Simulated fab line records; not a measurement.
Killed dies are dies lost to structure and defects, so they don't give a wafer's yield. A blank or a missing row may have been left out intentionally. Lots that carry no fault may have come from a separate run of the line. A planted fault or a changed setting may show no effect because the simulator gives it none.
Which tool was responsible?	flow rit cmos	route of 202 steps, sampled at 1 step: 7 lots, 21 wafers

== WHAT EACH GAUGE READ, for each wafer ==
RIT_PWELL_OVL_MEAS_06.
lot	measured	on	PWELL_OVL (nm)
L590	day 2 03:49	overlay-01	0.5 -0.1 0.4
L592	day 2 13:07	overlay-01	-0.5 -1.8 -1.0
L599	day 4 00:32	overlay-02	0.0 -1.1 0.3
L602	day 4 16:02	overlay-02	-1.4 -1.3 -1.8
L604	day 5 02:58	overlay-01	1.4 -2.6 -0.6
L608	day 5 21:38	overlay-02	-0.4 0.2 1.2
L610	day 6 07:08	overlay-01	-0.9 1.6 -1.5

== WHICH TOOL RAN EACH LOT (tool, then ch and the chambers of the sampled wafers, then the start) ==
There is no process step in the record ahead of these readings.

== THE ANSWER, worked out from the rows above alone ==
Rule: usual is defined by the lots themselves. Put in order of their means at a reading, lots are off if they are a third of the lots or fewer, leave a main group of 4 or more, and stand apart from it by a gap of 3 or more times the standard deviation of the main group's means; of several such gaps the widest counts. The tables above print the reading to a certain number of digits; a main group whose means all agree to those digits is not used. Also off: a lot with no number at a reading for which 4 or more lots have one. Any other lot the step has rows for is counted as sound.
No lot is off at any reading shown: from this, nothing can be told.

== WHAT THE SIMULATOR PUT IN ==
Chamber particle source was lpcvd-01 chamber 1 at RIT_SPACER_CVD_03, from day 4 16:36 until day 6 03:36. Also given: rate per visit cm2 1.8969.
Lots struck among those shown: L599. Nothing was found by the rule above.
